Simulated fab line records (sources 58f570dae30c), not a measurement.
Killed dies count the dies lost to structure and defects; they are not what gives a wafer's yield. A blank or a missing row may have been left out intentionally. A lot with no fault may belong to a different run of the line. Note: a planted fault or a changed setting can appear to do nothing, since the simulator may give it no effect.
fab line records -- flow berkeley-cmos170 -- part 2 of 2: steps 33 to 44 of 44
record: lots: 5, wafers: 15, last-day: 13
route steps=331 shown PFIELD@83 FIELD@89 SACOX@97 SCREENOX@100 NVT@104 PVT@115 GATE@125
lots that met no fault: taken from a fault-free run of the same line
start-h: start of the lot's first displayed wafer, in hours after the record's first day -- wait-h: hours from the lot's prior step to this one -- " unchanged from the row above -- L1.1+2: several wafers, shown together as one row -- - either no value or no given start -- * or withheld: withheld -- < > ~ a bound
route shown NAME@n: NAME is a module with steps in the file, n the number in the route of the first one -- usual: mean/standard deviation of fault-free wafers -- same: alike in all rows -- chamber/n: place in a boat -- sites: each site's reading -- _std_site: how widely they spread, as a standard deviation -- _edge_site: outer sites' mean less inner sites' -- radius-mm: for every site, how far away it sits from the centre of the wafer -- mask NAME#n: copy n -- behind: the tool/chamber that last shaped the wafer -- hold: cause of the lot's hold/its duration in hours/its outcome -- device: transistor that didn't switch, given as n, p or np -- end of line: the tests these same wafers got at the end of their route -- a step given without rows: its recipe and nothing more -- killed: not the wafer's yield, but the dies lost to structure and defects at the first sort -- map: a wafer's dies, marking killed ones x, the rest . and places with no die _
set.NAME: setting as actually run; set.NAME@STEP: the setting as run at that earlier step -- model.NAME: the simulator's own value behind a step, which no gauge read
a table for each step, a row for each wafer; lots at some steps of the route
services: the hour from which a tool's chamber was out of use, counted from the record's first day as start-h (under 0 if before that day), plus the number of hours and why
== steps ==
step: UCB170_PVT_HMDS_00
recipe: prime-time-s: 60, prime-temp-c: 100
lot.wafer,tool,chamber,start-h,wait-h
L075.4+5+6,litho-track-02,0,143.10,0.7
L081.1+2+3,litho-track-03,0,163.09,0.1
L083.1+2+3,litho-track-03,0,195.81,0.6
L085.3+4+5,litho-track-04,0,195.86,0.7
L095.2+4+6,litho-track-02,0,241.14,0.2
step: UCB170_PVT_COAT_01
recipe: resist: KrF, spin-rpm: 1500, resist-thk-nm: 900
usual: spin-speed-rpm: 1499.9/0.95
lot.wafer,tool,chamber,start-h,wait-h,spin-speed-rpm
L075.4,litho-track-02,0,143.25,0.1,1500.3
L075.5,litho-track-02,0,143.25,0.1,1499.9
L075.6,litho-track-02,0,143.25,0.1,1500.0
L081.1,litho-track-03,0,163.24,0.1,1498.5
L081.2,litho-track-03,0,163.24,0.1,1500.2
L081.3,litho-track-03,0,163.24,0.1,1500.2
L083.1,litho-track-03,0,195.96,0.1,1500.2
L083.2,litho-track-03,0,195.96,0.1,1498.9
L083.3,litho-track-03,0,195.96,0.1,1499.1
L085.3,litho-track-04,0,196.01,0.1,1500.4
L085.4,litho-track-04,0,196.01,0.1,1500.7
L085.5,litho-track-04,0,196.01,0.1,1500.2
L095.2,litho-track-02,0,241.29,0.1,1499.8
L095.4,litho-track-02,0,241.29,0.1,1498.7
L095.6,litho-track-02,0,241.29,0.1,1500.4
step: UCB170_PVT_SOFTBAKE_02
recipe: resist: KrF, temp-c: 130, time-s: 60
lot.wafer,tool,chamber,start-h,wait-h
L075.4+5+6,litho-track-02,0,143.40,0.1
L081.1+2+3,litho-track-03,0,163.39,0.1
L083.1+2+3,litho-track-03,0,196.11,0.1
L085.3+4+5,litho-track-04,0,196.16,0.1
L095.2+4+6,litho-track-02,0,241.44,0.1
step: UCB170_PVT_EXPOSE_03
recipe: mask-id: NWELL, target-cd-nm: 3000, na: 0.5, sigma-outer: 0.6, source-shape: conventional, dose-mj: 30
usual: focus-offset-nm: 0.1/0.59
lot.wafer,tool,chamber,start-h,wait-h,mask,focus-offset-nm
L075.4,krf-scanner-02,0,143.53,0.1,NWELL#0,0.3
L075.5,krf-scanner-02,0,143.53,0.1,NWELL#0,0.6
L075.6,krf-scanner-02,0,143.53,0.1,NWELL#0,1.0
L081.1,krf-scanner-02,0,163.57,0.1,NWELL#0,-0.7
L081.2,krf-scanner-02,0,163.57,0.1,NWELL#0,-0.2
L081.3,krf-scanner-02,0,163.57,0.1,NWELL#0,-0.8
L085.3,krf-scanner-01,0,196.42,0.2,NWELL#0,0.3
L085.4,krf-scanner-01,0,196.42,0.2,NWELL#0,-0.3
L085.5,krf-scanner-01,0,196.42,0.2,NWELL#0,0.7
L083.1,krf-scanner-01,0,196.50,0.4,NWELL#0,1.0
L083.2,krf-scanner-01,0,196.50,0.4,NWELL#0,0.1
L083.3,krf-scanner-01,0,196.50,0.4,NWELL#0,0.5
L095.2,krf-scanner-01,0,241.79,0.3,NWELL#0,-0.2
L095.4,krf-scanner-01,0,241.79,0.3,NWELL#0,0.5
L095.6,krf-scanner-01,0,241.79,0.3,NWELL#0,1.1
step: UCB170_PVT_PEB_04
recipe: peb-temp-c: 130, peb-time-s: withheld, resist: KrF
lot.wafer,tool,chamber,start-h,wait-h
L075.4+5+6,litho-track-02,0,144.27,0.7
L081.1+2+3,litho-track-02,0,163.89,0.3
L085.3+4+5,litho-track-04,0,197.03,0.6
L083.1+2+3,litho-track-02,0,197.18,0.7
L095.2+4+6,litho-track-04,0,242.00,0.2
step: UCB170_PVT_DEVELOP_05
recipe: developer: TMAH, develop-time-s: 45, resist: KrF, dev-temp-c: 21
lot.wafer,tool,chamber,start-h,wait-h
L075.4+5+6,litho-track-02,0,-,-
L081.1+2+3,litho-track-02,0,-,-
L085.3+4+5,litho-track-04,0,-,-
L083.1+2+3,litho-track-02,0,-,-
L095.2+4+6,litho-track-04,0,-,-
step: UCB170_PVT_OVL_MEAS_06
usual: PVT_OVL: 3/4.6
lot.wafer,tool,chamber,start-h,wait-h,PVT_OVL[nm]
L075.4,overlay-01,-,144.49,-,3
L075.5,overlay-01,-,144.49,-,3
L075.6,overlay-01,-,144.49,-,1
L081.1,overlay-01,-,164.17,-,12
L081.2,overlay-01,-,164.17,-,4
L081.3,overlay-01,-,164.17,-,7
L085.3,overlay-02,-,197.27,-,-1
L085.4,overlay-02,-,197.27,-,6
L085.5,overlay-02,-,197.27,-,-4
L083.1,overlay-02,-,197.46,-,-4
L083.2,overlay-02,-,197.46,-,2
L083.3,overlay-02,-,197.46,-,-5
L095.2,overlay-02,-,242.25,-,-3
L095.4,overlay-02,-,242.25,-,2
L095.6,overlay-02,-,242.25,-,2
step: UCB170_PVT_IMPLANT_07
recipe: species: P, dose-cm2: 2e+12, energy-kev: 30, tilt-deg: 7
usual: tilt-deg: 7.002/0.018
lot.wafer,tool,chamber,start-h,wait-h,tilt-deg
L075.4,implanter-04,0,144.58,0.1,7.012
L075.5,implanter-04,0,144.58,0.1,6.994
L075.6,implanter-04,0,144.58,0.1,7.012
L081.1,implanter-04,0,164.20,0.0,6.984
L081.2,implanter-04,0,164.20,0.0,7.002
L081.3,implanter-04,0,164.20,0.0,6.999
L085.3,implanter-04,0,197.34,0.1,7.009
L085.4,implanter-04,0,197.34,0.1,6.991
L085.5,implanter-04,0,197.34,0.1,6.970
L083.1,implanter-01,0,197.49,0.0,6.977
L083.2,implanter-01,0,197.49,0.0,6.960
L083.3,implanter-01,0,197.49,0.0,6.981
L095.2,implanter-04,0,242.31,0.0,7.024
L095.4,implanter-04,0,242.31,0.0,6.980
L095.6,implanter-04,0,242.31,0.0,7.001
step: UCB170_PVT_STRIP_08
recipe: chemistry: O2, power-w: 400, pressure-mtorr: 3500, platen-temp-c: withheld, o2-flow-sccm: 400, overash-fraction: 0.5
usual: drypump-motor-current-A: 5.6/0.45, oes-product-au: 0.734/0.004, strip-time-to-endpoint-s: 21.61/0.063
lot.wafer,tool,chamber,start-h,wait-h,drypump-motor-current-A,oes-product-au,rf-hours-counter-h,strip-time-to-endpoint-s
L075.4,plasma-asher-03,0,144.69,0.1,6.0,0.729,-,21.51
L075.5,plasma-asher-03,1,144.69,0.1,4.9,0.741,-,21.60
L075.6,plasma-asher-03,0,144.69,0.1,6.0,0.740,-,21.53
L081.1,plasma-asher-02,0,164.35,0.1,5.9,0.733,5,21.68
L081.2,plasma-asher-02,1,164.35,0.1,5.7,0.739,5,21.60
L081.3,plasma-asher-02,0,164.35,0.1,5.9,0.726,-,21.66
L085.3,plasma-asher-02,0,197.48,0.1,5.9,0.730,-,21.70
L085.4,plasma-asher-02,1,197.48,0.1,5.7,0.730,-,21.61
L085.5,plasma-asher-02,0,197.48,0.1,5.9,0.734,-,21.67
L083.1,plasma-asher-04,0,197.64,0.1,6.1,0.734,46,21.63
L083.2,plasma-asher-04,1,197.64,0.1,5.0,0.743,46,21.62
L083.3,plasma-asher-04,1,197.64,0.1,5.0,0.734,-,21.60
L095.2,plasma-asher-04,1,242.43,0.1,5.0,0.740,52,21.57
L095.4,plasma-asher-04,1,242.43,0.1,5.0,0.736,-,21.58
L095.6,plasma-asher-04,0,242.43,0.1,6.0,0.733,-,21.59
step: UCB170_PVT_TW_MEAS_09
usual: PVT_TW: 508/3.4
lot.wafer,tool,chamber,start-h,wait-h,PVT_TW
L075.4,film-metro-03,-,144.79,0.1,510
L075.5,film-metro-03,-,144.79,0.1,510
L075.6,film-metro-03,-,144.79,0.1,510
L081.1,film-metro-03,-,164.45,0.1,508
L081.2,film-metro-03,-,164.45,0.1,508
L081.3,film-metro-03,-,164.45,0.1,511
L085.3,film-metro-03,-,197.56,0.1,512
L085.4,film-metro-03,-,197.56,0.1,511
L085.5,film-metro-03,-,197.56,0.1,513
L083.1,film-metro-01,-,197.76,0.1,507
L083.2,film-metro-01,-,197.76,0.1,507
L083.3,film-metro-01,-,197.76,0.1,510
L095.2,film-metro-04,-,242.54,0.1,502
L095.4,film-metro-04,-,242.54,0.1,502
L095.6,film-metro-04,-,242.54,0.1,503
step: UCB170_GATE_WET_ETCH_00
recipe: chemistry: dHF, dilution: 25:1, target: SiO2, temp-c: 25, time-s: 200
lot.wafer,tool,chamber,start-h,wait-h
L075.4+5+6,wet-bench-03,3,144.82,0.0
L081.1+2+3,wet-bench-03,1,164.51,0.1
L085.3+4+5,wet-bench-01,0,197.60,0.0
L083.1+2+3,wet-bench-01,1,197.82,0.1
L095.2+4+6,wet-bench-03,3,242.59,0.0
step: UCB170_FIELD_THK_MEAS_91
recipe: reads: SiO2_of_FIELD_OXIDATION_01
usual: FIELD_OXIDE_LEFT_2_THK: 353/12
lot.wafer,tool,chamber,start-h,wait-h,FIELD_OXIDE_LEFT_2_THK[nm]
L075.4,film-metro-01,-,144.91,0.0,347
L075.5,film-metro-01,-,144.91,0.0,351
L075.6,film-metro-01,-,144.91,0.0,347
L081.1,film-metro-01,-,164.58,0.0,369
L081.2,film-metro-01,-,164.58,0.0,365
L081.3,film-metro-01,-,164.58,0.0,358
L085.3,film-metro-03,-,197.75,0.0,341
L085.4,film-metro-03,-,197.75,0.0,346
L085.5,film-metro-03,-,197.75,0.0,341
L083.1,film-metro-03,-,197.95,0.0,369
L083.2,film-metro-03,-,197.95,0.0,365
L083.3,film-metro-03,-,197.95,0.0,366
L095.2,film-metro-04,-,242.67,0.0,355
L095.4,film-metro-04,-,242.67,0.0,344
L095.6,film-metro-04,-,242.67,0.0,352
== services ==
tool,chamber,start-h,hours,kind
krf-scanner-02,-,82.75,1.0,pm
krf-scanner-02,-,98.29,0.8,pm
krf-scanner-01,-,102.84,2.9,repair
furnace-01,-,103.30,2.8,pm
plasma-asher-02,-,108.75,9.0,pm
furnace-02,-,120.52,3.8,pm
wet-bench-03,-,130.22,5.9,repair
krf-scanner-02,-,137.13,4.4,pm
krf-scanner-01,-,141.60,1.3,pm
krf-scanner-01,-,146.53,4.0,pm
implanter-01,-,148.28,3.9,pm
furnace-04,-,150.71,3.9,pm
krf-scanner-01,-,157.26,8.2,repair
krf-scanner-01,-,165.42,3.6,pm
krf-scanner-01,-,169.31,1.0,pm
krf-scanner-02,-,171.47,12.7,repair
krf-scanner-01,-,196.81,5.2,repair
krf-scanner-02,-,202.01,1.3,pm
krf-scanner-01,-,207.79,0.8,pm
krf-scanner-01,-,227.61,1.2,repair
implanter-04,-,231.74,2.5,repair
wet-bench-04,-,231.84,21.5,pm
plasma-asher-03,-,237.37,17.2,repair
implanter-01,-,237.76,8.3,repair
